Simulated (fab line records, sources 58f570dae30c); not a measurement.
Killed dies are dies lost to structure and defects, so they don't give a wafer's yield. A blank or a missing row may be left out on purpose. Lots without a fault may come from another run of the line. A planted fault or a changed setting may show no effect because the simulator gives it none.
fab line records | flow berkeley_cmos170
record lots=14 wafers=42 last_day=12
route steps=331 shown PSD@183
lots that met no fault: from a run of the same line without faults
start_h: hours from the record's first day to the start of the lot's first wafer shown | wait_h: hours since the lot's step before | " the same as in the row above | L1.1+2: a row that stands for several wafers | - no value, or no start given | * or withheld: withheld | < > ~ a bound
route shown NAME@n: a module of which the file shows steps, and the number in the route of the first | usual: mean/standard deviation of fault-free wafers | same: alike in all rows | chamber/n: place in a boat | sites: the reading at each site | _std_site: their standard deviation | _edge_site: outer sites' mean less inner sites' | radius_mm: how far each site lies from the wafer's centre | mask NAME#n: copy n | behind: the tool/chamber that last shaped the wafer | hold: why the lot was held/for how many hours/how that ended | device: the transistor (n, p or np) that didn't switch | end of line: the same wafers' tests at the end of the route | a step without rows: its recipe alone | killed: dies lost to structure and defects at the first sort, not the wafer's yield | map: a wafer's dies, x killed, . not, _ none there
set.NAME: the setting as run; set.NAME@STEP: as run at that earlier step | model.NAME: the simulator's own value behind a step, which no gauge read
steps of the route over a sample of lots; a table a step, a row a wafer
services: from which hour (start_h, from the record's first day; less than 0 if before it) a tool's chamber was out of use, for how many hours, and why
## steps
# step UCB170_PSD_IMPLANT_08
# recipe species=B dose_cm2=3e+15 energy_kev=20 tilt_deg=7
# usual dose_ions_cm2=3e+15/3.3e+12 end_station_pressure_torr=1.24e-05/6.2e-07 faraday_current_uA=9212/210
# columns lot.wafer tool chamber start_h wait_h dose_ions_cm2 end_station_pressure_torr faraday_current_uA
L944.3 implanter-02 0 132.11 0.1 2.999e+15 1.34e-05 9294
L944.4 " 0 " " 2.996e+15 1.26e-05 9074
L944.5 " 0 " " 3.007e+15 1.29e-05 9121
L943.1 implanter-01 0 132.34 0.0 2.998e+15 1.3e-05 9403
L943.2 " 0 " " 3e+15 1.38e-05 9143
L943.4 " 0 " " 2.999e+15 1.26e-05 9338
L945.1 implanter-04 0 137.02 0.0 3.003e+15 1.14e-05 9216
L945.3 " 0 " " 3.001e+15 1.32e-05 9264
L945.4 " 0 " " 3e+15 1.21e-05 9167
L946.1 implanter-04 0 137.26 0.0 3.003e+15 1.3e-05 9223
L946.3 " 0 " " 3.004e+15 1.23e-05 9270
L946.6 " 0 " " 3.006e+15 1.19e-05 9138
L948.1 implanter-01 0 148.04 0.0 2.996e+15 1.15e-05 8912
L948.4 " 0 " " 3.001e+15 1.28e-05 9228
L948.6 " 0 " " 2.994e+15 1.17e-05 9337
L952.2 implanter-04 0 169.91 0.0 2.1e+15 1.01e-05 6642
L952.5 " 0 " " 2.1e+15 1.1e-05 6369
L952.6 " 0 " " 2.101e+15 1.01e-05 6675
L954.1 implanter-04 0 179.53 0.0 2.103e+15 1.03e-05 6585
L954.4 " 0 " " 2.101e+15 1.01e-05 6517
L954.6 " 0 " " 2.105e+15 1.05e-05 6569
L959.2 implanter-01 0 207.79 0.0 2.993e+15 1.24e-05 9109
L959.4 " 0 " " 2.999e+15 1.27e-05 9275
L959.6 " 0 " " 2.996e+15 1.25e-05 9119
L958.2 implanter-01 0 208.03 0.0 2.995e+15 1.24e-05 9704
L958.4 " 0 " " 2.996e+15 1.26e-05 8922
L958.6 " 0 " " 3.005e+15 1.18e-05 9536
L960.1 implanter-01 0 211.77 0.0 3.001e+15 1.17e-05 9251
L960.2 " 0 " " 2.999e+15 1.15e-05 9504
L960.4 " 0 " " 2.994e+15 1.23e-05 9149
L962.2 implanter-02 0 231.68 0.0 3.001e+15 1.35e-05 8845
L962.4 " 0 " " 3.004e+15 1.16e-05 8788
L962.6 " 0 " " 3e+15 1.31e-05 9103
L963.1 implanter-01 0 231.74 0.0 3.004e+15 1.31e-05 9716
L963.4 " 0 " " 3.006e+15 1.31e-05 9283
L963.5 " 0 " " 3.002e+15 1.2e-05 9383
L964.1 implanter-01 0 234.86 0.0 3.002e+15 1.18e-05 9001
L964.3 " 0 " " 3.002e+15 1.33e-05 9217
L964.5 " 0 " " 2.997e+15 1.29e-05 9339
L966.2 implanter-01 0 252.29 0.0 2.999e+15 1.24e-05 9274
L966.4 " 0 " " 3.001e+15 1.17e-05 9242
L966.5 " 0 " " 3.004e+15 1.3e-05 9661
# step UCB170_PSD_STRIP_09
# recipe chemistry=O2 power_w=400 pressure_mtorr=3500 platen_temp_c=withheld o2_flow_sccm=400 overash_fraction=0.5
# usual drypump_motor_current_A=5.56/0.17 o2_flow_sccm=399.8/1.2 oes_product_au=0.601/0.0042 strip_time_to_endpoint_s=29.44/0.077
# columns lot.wafer tool chamber start_h wait_h drypump_motor_current_A o2_flow_sccm oes_product_au rf_hours_counter_h strip_time_to_endpoint_s
L944.3 plasma_asher-03 0 132.24 0.1 5.60 401.1 0.597 - 29.42
L944.4 " 1 " " 5.57 399.4 0.598 - 29.37
L944.5 " 0 " " 5.59 401.6 0.596 - 29.44
L943.1 plasma_asher-01 0 132.64 0.2 5.64 403.0 0.599 2 29.48
L943.2 " 1 " " 5.58 399.4 0.606 2 29.44
L943.4 " 1 " " 5.60 400.9 0.602 - 29.40
L945.1 plasma_asher-01 0 137.17 0.1 5.65 400.0 0.602 2 29.47
L945.3 " 1 " " 5.63 398.1 0.601 - 29.42
L945.4 " 0 " " 5.69 399.9 0.597 - 29.52
L946.1 plasma_asher-01 0 137.41 0.1 5.64 397.4 0.608 2 29.42
L946.3 " 1 " " 5.64 399.7 0.605 - 29.36
L946.6 " 1 " " 5.64 399.7 0.597 - 29.47
L948.1 plasma_asher-02 1 148.34 0.2 5.15 401.5 0.598 44 29.47
L948.4 " 1 " " 5.18 400.2 0.599 - 29.40
L948.6 " 1 " " 5.17 400.3 0.600 - 29.49
L952.2 plasma_asher-03 0 170.03 0.1 5.59 400.0 0.659 42 25.79
L952.5 " 1 " " 5.54 399.8 0.652 - 25.79
L952.6 " 0 " " 5.60 398.1 0.656 - 25.89
L954.1 plasma_asher-01 0 179.68 0.1 5.67 401.2 0.654 8 25.72
L954.4 " 0 " " 5.69 399.5 0.653 - 25.66
L954.6 " 1 " " 5.60 399.0 0.661 - 25.70
L959.2 plasma_asher-01 1 207.92 0.1 5.62 400.4 0.594 11 29.56
L959.4 " 1 " " 5.60 400.6 0.592 - 29.56
L959.6 " 0 " " 5.68 399.3 0.599 - 29.50
L958.2 plasma_asher-03 1 208.15 0.1 5.54 399.5 0.597 46 29.34
L958.4 " 0 " " 5.62 400.2 0.608 - 29.37
L958.6 " 0 " " 5.59 401.7 0.595 - 29.34
L960.1 plasma_asher-02 0 211.92 0.1 5.69 398.8 0.600 50 29.47
L960.2 " 1 " " 5.19 401.0 0.597 50 29.54
L960.4 " 1 " " 5.18 398.9 0.602 - 29.44
L962.2 plasma_asher-03 0 231.81 0.1 5.60 399.3 0.605 48 29.47
L962.4 " 0 " " 5.61 399.0 0.606 - 29.47
L962.6 " 1 " " 5.53 399.9 0.604 - 29.48
L963.1 plasma_asher-01 1 231.89 0.1 5.60 399.4 0.600 13 29.51
L963.4 " 0 " " 5.65 398.5 0.598 - 29.43
L963.5 " 1 " " 5.59 399.2 0.594 - 29.49
L964.1 plasma_asher-02 1 235.01 0.1 5.16 398.9 0.596 52 29.41
L964.3 " 1 " " 5.16 398.8 0.596 - 29.40
L964.5 " 0 " " 5.71 399.3 0.603 - 29.36
L966.2 plasma_asher-02 1 252.42 0.1 5.17 398.9 0.609 54 29.44
L966.4 " 1 " " 5.17 399.8 0.598 - 29.41
L966.5 " 0 " " 5.72 400.9 0.603 - 29.46
# step UCB170_PSD_TW_MEAS_10
# usual PSD_TW=2316/22
# columns lot.wafer tool chamber start_h wait_h PSD_TW
L944.3 film_metro-03 - 132.33 0.1 2307
L944.4 " - " " 2299
L944.5 " - " " 2323
L943.1 film_metro-04 - 132.74 0.1 2330
L943.2 " - " " 2326
L943.4 " - " " 2327
L945.1 film_metro-01 - 137.27 0.1 2335
L945.3 " - " " 2325
L945.4 " - " " 2317
L946.1 film_metro-01 - 137.51 0.1 2315
L946.3 " - " " 2322
L946.6 " - " " 2320
L948.1 film_metro-03 - 148.44 0.1 2298
L948.4 " - " " 2299
L948.6 " - " " 2311
L952.2 film_metro-03 - 170.14 0.1 2057
L952.5 " - " " 2058
L952.6 " - " " 2065
L954.1 film_metro-01 - 179.78 0.1 2066
L954.4 " - " " 2078
L954.6 " - " " 2081
L959.2 film_metro-01 - 208.03 0.1 2326
L959.4 " - " " 2334
L959.6 " - " " 2318
L958.2 film_metro-04 - 208.26 0.1 2347
L958.4 " - " " 2343
L958.6 " - " " 2351
L960.1 film_metro-03 - 212.02 0.1 2311
L960.2 " - " " 2303
L960.4 " - " " 2308
L962.2 film_metro-04 - 231.92 0.1 2347
L962.4 " - " " 2358
L962.6 " - " " 2338
L963.1 film_metro-03 - 231.99 0.1 2291
L963.4 " - " " 2294
L963.5 " - " " 2315
L964.1 film_metro-03 - 235.11 0.1 2306
L964.3 " - " " 2307
L964.5 " - " " 2305
L966.2 film_metro-03 - 252.53 0.1 2293
L966.4 " - " " 2306
L966.5 " - " " 2301
# step UCB170_SDANNEAL_RS_MEAS_02
# recipe thk_meas_gauge=four-point-probe
# usual PSD_RS=75.5/0.31
# columns lot.wafer tool chamber start_h wait_h PSD_RS[ohm/sq]
L944.3 film_metro-01 - 137.66 0.1 75.2
L944.4 " - " " 75.5
L944.5 " - " " 75.0
L943.1 film_metro-04 - 138.04 0.0 75.9
L943.2 " - " " 75.7
L943.4 " - " " 75.6
L945.1 film_metro-01 - 140.21 0.0 75.4
L945.3 " - " " 75.3
L945.4 " - " " 75.3
L946.1 film_metro-04 - 140.97 0.0 76.3
L946.3 " - " " 76.1
L946.6 " - " " 76.2
L948.1 film_metro-03 - 151.63 0.1 75.7
L948.4 " - " " 75.8
L948.6 " - " " 75.6
L952.2 film_metro-03 - 173.36 0.1 96.2
L952.5 " - " " 96.6
L952.6 " - " " 96.3
L954.1 film_metro-03 - 183.22 0.0 96.7
L954.4 " - " " 96.5
L954.6 " - " " 96.3
L959.2 film_metro-04 - 211.34 0.1 75.2
L959.4 " - " " 75.4
L959.6 " - " " 75.5
L958.2 film_metro-04 - 211.97 0.1 75.7
L958.4 " - " " 75.5
L958.6 " - " " 75.5
L960.1 film_metro-01 - 214.71 0.0 75.5
L960.2 " - " " 75.5
L960.4 " - " " 75.3
L962.2 film_metro-01 - 234.74 0.1 75.2
L962.4 " - " " 75.7
L962.6 " - " " 75.4
L963.1 film_metro-01 - 235.24 0.0 75.3
L963.4 " - " " 75.5
L963.5 " - " " 75.4
L964.1 film_metro-03 - 238.71 0.0 75.5
L964.3 " - " " 75.3
L964.5 " - " " 75.8
L966.2 film_metro-04 - 255.53 0.1 75.7
L966.4 " - " " 75.4
L966.5 " - " " 75.5
## services
# columns tool chamber start_h hours kind
plasma_asher-01 - 108.75 9.0 pm
plasma_asher-01 0 108.75 9.0 vent_cycle
plasma_asher-01 1 108.75 9.0 vent_cycle
plasma_asher-01 0 117.75 - clean
plasma_asher-01 1 117.75 - clean
implanter-04 - 140.37 2.6 repair
plasma_asher-02 - 143.11 0.6 repair
implanter-02 - 168.29 2.3 repair
implanter-02 - 188.80 4.8 pm
implanter-04 - 190.85 27.6 pm
implanter-04 - 252.21 7.7 repair
## key
first_sign step=UCB170_PSD_IMPLANT_08 reading=dose_ions_cm2 direction=down sigmas=99+ usual=3e+15 struck=2.102e+15
effect step=UCB170_PSD_IMPLANT_08 reading=faraday_current_uA direction=down sigmas=13 usual=9212 struck=6559
effect step=UCB170_PSD_STRIP_09 reading=strip_time_to_endpoint_s direction=down sigmas=48 usual=* struck=*
effect step=UCB170_PSD_TW_MEAS_10 reading=PSD_TW direction=down sigmas=11 usual=2316 struck=2068
effect step=UCB170_SDANNEAL_RS_MEAS_02 reading=PSD_RS direction=up sigmas=68 usual=75.5 struck=96.4
met_at UCB170_PSD_IMPLANT_08
struck_lots L952,L954
tester_left_out L952,L954
onset_between 137.26 169.91
fault kind=process_parameter_drift tool=implanter-04 chamber=- onset_h=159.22 steps=UCB170_PSD_IMPLANT_08 channel=dose_cm2 offset=-9e+14 shape=step end_h=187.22 acts_in=these_recipes_only stated=3e+15
# tester_left_out: of these lots the tester's yield and bins aren't shown, on N5 and GAA mostly nor the transistor test; their killed dies are dies lost to structure and defects alone, not to doping, threshold or leakage, so they don't give the yield
